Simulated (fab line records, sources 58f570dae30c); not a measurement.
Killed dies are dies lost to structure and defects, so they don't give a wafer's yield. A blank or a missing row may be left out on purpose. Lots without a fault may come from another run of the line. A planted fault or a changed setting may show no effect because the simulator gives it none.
fab line records | flow berkeley_cmos170 | part 2 of 2: steps 26 to 34 of 34
record lots=5 wafers=15 last_day=11
route steps=331 shown CONTACT@235 M1@238 V1@254
lots that met no fault: from a run of the same line without faults
start_h: hours from the record's first day to the start of the lot's first wafer shown | wait_h: hours since the lot's step before | " the same as in the row above | L1.1+2: a row that stands for several wafers | - no value, or no start given | * or withheld: withheld | < > ~ a bound
route shown NAME@n: a module of which the file shows steps, and the number in the route of the first | usual: mean/standard deviation of fault-free wafers | same: alike in all rows | chamber/n: place in a boat | sites: the reading at each site | _std_site: their standard deviation | _edge_site: outer sites' mean less inner sites' | radius_mm: how far each site lies from the wafer's centre | mask NAME#n: copy n | behind: the tool/chamber that last shaped the wafer | hold: why the lot was held/for how many hours/how that ended | device: the transistor (n, p or np) that didn't switch | end of line: the same wafers' tests at the end of the route | a step without rows: its recipe alone | killed: dies lost to structure and defects at the first sort, not the wafer's yield | map: a wafer's dies, x killed, . not, _ none there
set.NAME: the setting as run; set.NAME@STEP: as run at that earlier step | model.NAME: the simulator's own value behind a step, which no gauge read
lots at some steps of the route; a table a step, a row a wafer
services: from which hour (start_h, from the record's first day; less than 0 if before it) a tool's chamber was out of use, for how many hours, and why
## steps
# step UCB170_V1_HMDS_06
# recipe prime_time_s=60 prime_temp_c=100
# usual resist_line_temp_C=23.02/0.11
# columns lot.wafer tool chamber start_h wait_h resist_line_temp_C
L076.1 litho_track-03 0 159.42 0.5 23.19
L076.2 " 0 " " 23.04
L076.5 " 0 " " 23.10
L080.4 litho_track-04 0 185.77 0.3 23.23
L080.5 " 0 " " 23.08
L080.6 " 0 " " 23.05
L081.1 litho_track-03 0 194.73 0.0 23.07
L081.3 " 0 " " 23.11
L081.6 " 0 " " 23.26
L087.2 litho_track-04 0 218.18 0.1 22.95
L087.4 " 0 " " 23.21
L087.5 " 0 " " 23.18
L093.3 litho_track-04 0 259.45 1.0 22.85
L093.4 " 0 " " 23.04
L093.6 " 0 " " 22.78
# step UCB170_V1_COAT_07
# recipe resist=KrF spin_rpm=1500 resist_thk_nm=900
# usual resist_line_temp_C=23.04/0.098
# columns lot.wafer tool chamber start_h wait_h resist_line_temp_C
L076.1 litho_track-03 0 159.57 0.1 22.96
L076.2 " 0 " " 23.08
L076.5 " 0 " " 22.96
L080.4 litho_track-04 0 185.92 0.1 22.99
L080.5 " 0 " " 22.98
L080.6 " 0 " " 22.85
L081.1 litho_track-03 0 194.88 0.1 23.22
L081.3 " 0 " " 23.17
L081.6 " 0 " " 23.28
L087.2 litho_track-04 0 218.33 0.1 23.12
L087.4 " 0 " " 23.00
L087.5 " 0 " " 23.19
L093.3 litho_track-04 0 259.60 0.1 22.98
L093.4 " 0 " " 23.02
L093.6 " 0 " " 22.90
# step UCB170_V1_SOFTBAKE_08
# recipe resist=KrF temp_c=130 time_s=60
# usual resist_line_temp_C=23.01/0.1
# columns lot.wafer tool chamber start_h wait_h resist_line_temp_C
L076.1 litho_track-03 0 159.72 0.1 22.93
L076.2 " 0 " " 22.94
L076.5 " 0 " " 22.79
L080.4 litho_track-04 0 186.07 0.1 23.02
L080.5 " 0 " " 22.83
L080.6 " 0 " " 22.91
L081.1 litho_track-03 0 195.03 0.1 22.85
L081.3 " 0 " " 23.10
L081.6 " 0 " " 23.03
L087.2 litho_track-04 0 218.48 0.1 22.98
L087.4 " 0 " " 22.94
L087.5 " 0 " " 22.93
L093.3 litho_track-04 0 259.75 0.1 23.14
L093.4 " 0 " " 22.96
L093.6 " 0 " " 22.98
# step UCB170_V1_EXPOSE_09
# recipe mask_id=VIA1 target_cd_nm=700 na=0.5 sigma_outer=0.6 source_shape=conventional dose_mj=37
# usual focus_offset_nm=0.0/0.53
# columns lot.wafer tool chamber start_h wait_h mask focus_offset_nm
L076.1 krf_scanner-01 0 160.00 0.2 VIA1#0 0.4
L076.2 " 0 " " VIA1#0 0.1
L076.5 " 0 " " VIA1#0 0.2
L080.4 krf_scanner-01 0 186.21 0.1 VIA1#0 -0.3
L080.5 " 0 " " VIA1#0 0.0
L080.6 " 0 " " VIA1#0 -0.4
L081.1 krf_scanner-01 0 195.18 0.1 VIA1#0 0.5
L081.3 " 0 " " VIA1#0 -0.2
L081.6 " 0 " " VIA1#0 -0.6
L087.2 krf_scanner-02 0 218.63 0.1 VIA1#0 -0.4
L087.4 " 0 " " VIA1#0 -1.1
L087.5 " 0 " " VIA1#0 -0.6
L093.3 krf_scanner-02 0 259.89 0.1 VIA1#0 0.9
L093.4 " 0 " " VIA1#0 0.9
L093.6 " 0 " " VIA1#0 -0.1
# step UCB170_V1_PEB_10
# recipe peb_temp_c=130 peb_time_s=withheld resist=KrF
# usual resist_line_temp_C=23.01/0.11
# columns lot.wafer tool chamber start_h wait_h resist_line_temp_C
L076.1 litho_track-01 0 160.52 0.5 22.95
L076.2 " 0 " " 22.86
L076.5 " 0 " " 22.86
L080.4 litho_track-03 0 186.53 0.3 23.11
L080.5 " 0 " " 23.05
L080.6 " 0 " " 23.02
L081.1 litho_track-01 0 195.30 0.1 23.00
L081.3 " 0 " " 23.05
L081.6 " 0 " " 23.02
L087.2 litho_track-03 0 218.75 0.1 22.93
L087.4 " 0 " " 22.91
L087.5 " 0 " " 23.04
L093.3 litho_track-04 0 260.17 0.3 23.06
L093.4 " 0 " " 23.10
L093.6 " 0 " " 23.06
# step UCB170_V1_DEVELOP_11
# recipe developer=TMAH develop_time_s=45 resist=KrF dev_temp_c=21
# usual resist_line_temp_C=23.03/0.1
# columns lot.wafer tool chamber start_h wait_h resist_line_temp_C
L076.1 litho_track-01 0 - - 23.23
L076.2 " 0 " " 23.07
L076.5 " 0 " " 22.94
L080.4 litho_track-03 0 - - 22.93
L080.5 " 0 " " 23.01
L080.6 " 0 " " 23.21
L081.1 litho_track-01 0 - - 22.87
L081.3 " 0 " " 22.95
L081.6 " 0 " " 22.97
L087.2 litho_track-03 0 - - 22.97
L087.4 " 0 " " 22.88
L087.5 " 0 " " 22.95
L093.3 litho_track-04 0 - - 22.95
L093.4 " 0 " " 23.05
L093.6 " 0 " " 22.99
# step UCB170_V1_CD_MEAS_12
# recipe target_cd_nm=700
# usual cd_nm=699.3/1.3
# columns lot.wafer tool chamber start_h wait_h cd_nm
L076.1 cd_sem-02 - 160.79 - 700.6
L076.2 " - " " 700.4
L076.5 " - " " 701.0
L080.4 cd_sem-02 - 186.79 - 699.7
L080.5 " - " " 700.4
L080.6 " - " " 699.9
L081.1 cd_sem-01 - 195.57 - 699.6
L081.3 " - " " 700.5
L081.6 " - " " 698.7
L087.2 cd_sem-01 - 219.02 - 698.9
L087.4 " - " " 698.4
L087.5 " - " " 699.1
L093.3 cd_sem-01 - 260.45 - 698.8
L093.4 " - " " 699.3
L093.6 " - " " 698.6
# step UCB170_V1_OVL_MEAS_13
# usual V1_OVL=0/4.3
# columns lot.wafer tool chamber start_h wait_h V1_OVL[nm]
L076.1 overlay-01 - 160.91 0.1 -4
L076.2 " - " " -1
L076.5 " - " " 1
L080.4 overlay-01 - 186.87 0.1 -1
L080.5 " - " " -11
L080.6 " - " " -5
L081.1 overlay-02 - 195.69 0.1 4
L081.3 " - " " -3
L081.6 " - " " -2
L087.2 overlay-01 - 219.12 0.1 1
L087.4 " - " " 2
L087.5 " - " " 2
L093.3 overlay-01 - 260.54 0.1 4
L093.4 " - " " 1
L093.6 " - " " 4
# step UCB170_V1_ETCH_14
# recipe chemistry=CHF3/CF4/Ar target=SiO2 stop_on=Al CHF3_flow_sccm=45 cf4_flow_sccm=15 Ar_flow_sccm=150 pressure_mtorr=200 rf_w=700 target_depth_a=12500 over_etch_frac=0.25 time_s=291
# usual drypump_motor_current_A=5.6/0.34 oes_product_au=0.877/0.015 rf_fwd_power_W=698.6/2.2 throttle_valve_pct=6.98/0.088
# columns lot.wafer tool chamber start_h wait_h drypump_motor_current_A oes_product_au rf_fwd_power_W rf_hours_counter_h throttle_valve_pct
L076.1 rie_diel-03 2 160.95 0.0 5.6 0.880 700.4 55 6.95
L076.2 " 1 " " 6.1 0.899 699.5 3 7.04
L076.5 " 2 " " 5.6 0.875 696.5 - 6.94
L080.4 rie_diel-01 3 186.89 0.0 5.8 0.876 697.1 132 6.99
L080.5 " 2 " " 5.4 0.867 699.2 - 6.87
L080.6 " 3 " " 5.8 0.864 696.3 - 7.01
L081.1 rie_diel-03 0 195.73 0.0 5.8 0.876 696.6 99 6.77
L081.3 " 3 " " 5.6 0.878 697.3 95 6.96
L081.6 " 0 " " 5.8 0.872 698.0 - 6.78
L087.2 rie_diel-01 3 219.15 0.0 5.8 0.870 698.8 134 7.00
L087.4 " 2 " " 5.4 0.867 698.5 34 6.88
L087.5 " 1 " " 5.5 0.850 699.4 - 7.00
L093.3 rie_diel-01 3 260.57 0.0 5.8 0.876 701.8 135 7.02
L093.4 " 2 " " 5.4 0.868 696.8 - 6.87
L093.6 " 1 " " 5.5 0.845 702.4 - 7.00
## services
# columns tool chamber start_h hours kind
cmp-01 - 131.11 0.9 repair
pecvd-02 - 132.05 2.8 pm
pecvd-01 - 141.19 14.6 pm
krf_scanner-01 - 144.92 1.3 pm
cmp-01 - 146.61 1.3 repair
rie_metal-02 1 147.71 1.4 repair
rie_diel-03 0 148.56 7.9 repair
krf_scanner-01 - 151.91 0.8 pm
furnace-01 - 154.09 2.3 pm
rie_diel-02 2 174.30 11.2 repair
pecvd-02 - 174.37 6.0 pm
pvd_sputter-02 - 179.99 1.5 repair
pecvd-01 - 182.49 0.4 repair
rie_diel-02 0 185.32 1.3 repair
krf_scanner-02 - 196.03 1.0 pm
krf_scanner-02 - 202.76 1.3 pm
krf_scanner-01 - 205.45 1.0 pm
cmp-01 - 225.30 0.2 repair
pvd_sputter-02 - 229.29 7.4 repair
krf_scanner-02 - 230.93 0.8 pm
rie_diel-01 - 234.44 2.8 pm
krf_scanner-02 - 240.39 1.4 repair
rie_diel-03 - 245.44 2.7 repair
rie_diel-01 0 254.25 9.5 repair
